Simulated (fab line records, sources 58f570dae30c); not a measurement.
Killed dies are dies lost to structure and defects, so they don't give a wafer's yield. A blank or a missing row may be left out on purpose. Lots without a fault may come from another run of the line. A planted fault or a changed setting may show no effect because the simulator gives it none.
A struck lot beside a sound one | flow berkeley_cmos170 | 14 steps out of a route of 331
Sound: wafers L884.2, L884.3, L884.6. Struck: wafers L876.2, L876.3, L876.6. The cause comes at the end.
At each step with rows: each side's tool, then ch and its chambers, then its first start. Under that, the readings that differ: sound wafers | struck wafers | difference of the means | sigmas: that difference in standard deviations of wafers without a fault.
alike: readings whose means differ by less than 2 such deviations, and words and numbers that are the same on both sides. not compared: withheld readings, readings that some wafer has no value for, bounds like >300 that may hide the same value, and numbers for which the record gives no deviation and whose values overlap.
The two part at a step that has a row with sigmas, a row that says differs or no value, or rows on one side only. Numbers that don't overlap but have no deviation are shown without sigmas and don't part them. A reading that every wafer of one side lacks parts them only if that side has two wafers or more.

UCB170_M2_STRIP_19: strips in O2.
  sound on plasma_asher-04 ch 0, day 11 22:16; struck on plasma_asher-04 ch 0,1, day 11 03:29
  alike: drypump_motor_current_A, oes_product_au
  not compared: rf_hours_counter_h
UCB170_M2_CD_MEAS_90: target cd 700 nm.
  sound on cd_sem-01, day 11 22:23; struck on cd_sem-01, day 11 03:36
  alike: cd_nm
UCB170_V2_CVD_00: deposits SiO2 from TEOS/O2, target thk 2000 nm, time 250 s.
  sound on pecvd-03 ch 1,2, day 11 22:29; struck on pecvd-04 ch 0,1,2, day 11 03:42
  alike: heater_power_w
UCB170_V2_THK_MEAS_01:
  sound on film_metro-03, day 11 22:38; struck on film_metro-04, day 11 03:52
  alike: V2_TEOS_THK
UCB170_V2_CMP_02: polishes SiO2.
  sound on cmp-01 ch 0,2,3, day 11 22:47; struck on cmp-02 ch 0,3, day 11 03:58
  alike: motor_current_A
UCB170_V2_BOW_MEAS_03:
  sound on film_metro-04, day 11 23:01; struck on film_metro-03, day 11 04:14
  alike: V2_BOW
UCB170_V2_THK_MEAS_04:
  sound on film_metro-04, day 11 23:07; struck on film_metro-03, day 11 04:21
  alike: V2_POLISHED_THK
then, 5 steps without rows for these wafers: UCB170_V2_CLEAN_05 (cleans in DIW); UCB170_V2_HMDS_06 (prime time 60 s); UCB170_V2_COAT_07 (resist thk 888.8 nm); UCB170_V2_SOFTBAKE_08 (time 60 s); UCB170_V2_EXPOSE_09 (exposes mask VIA2, target cd 700 nm).
UCB170_V2_PEB_10:
  sound on litho_track-02 ch 0, day 12 01:04; struck on litho_track-02, day 11 07:00
  no value came back on the struck wafers for chill_plate_temp_C (C), exhaust_pa (Pa); on the sound wafers chill_plate_temp_C (C) reads 22.95 22.76 22.96
then, 1 step without rows for these wafers: UCB170_V2_DEVELOP_11 (develop time 45 s).

WHERE THEY PART
Only at UCB170_V2_PEB_10, within this record.

WHY: what the simulator had put in
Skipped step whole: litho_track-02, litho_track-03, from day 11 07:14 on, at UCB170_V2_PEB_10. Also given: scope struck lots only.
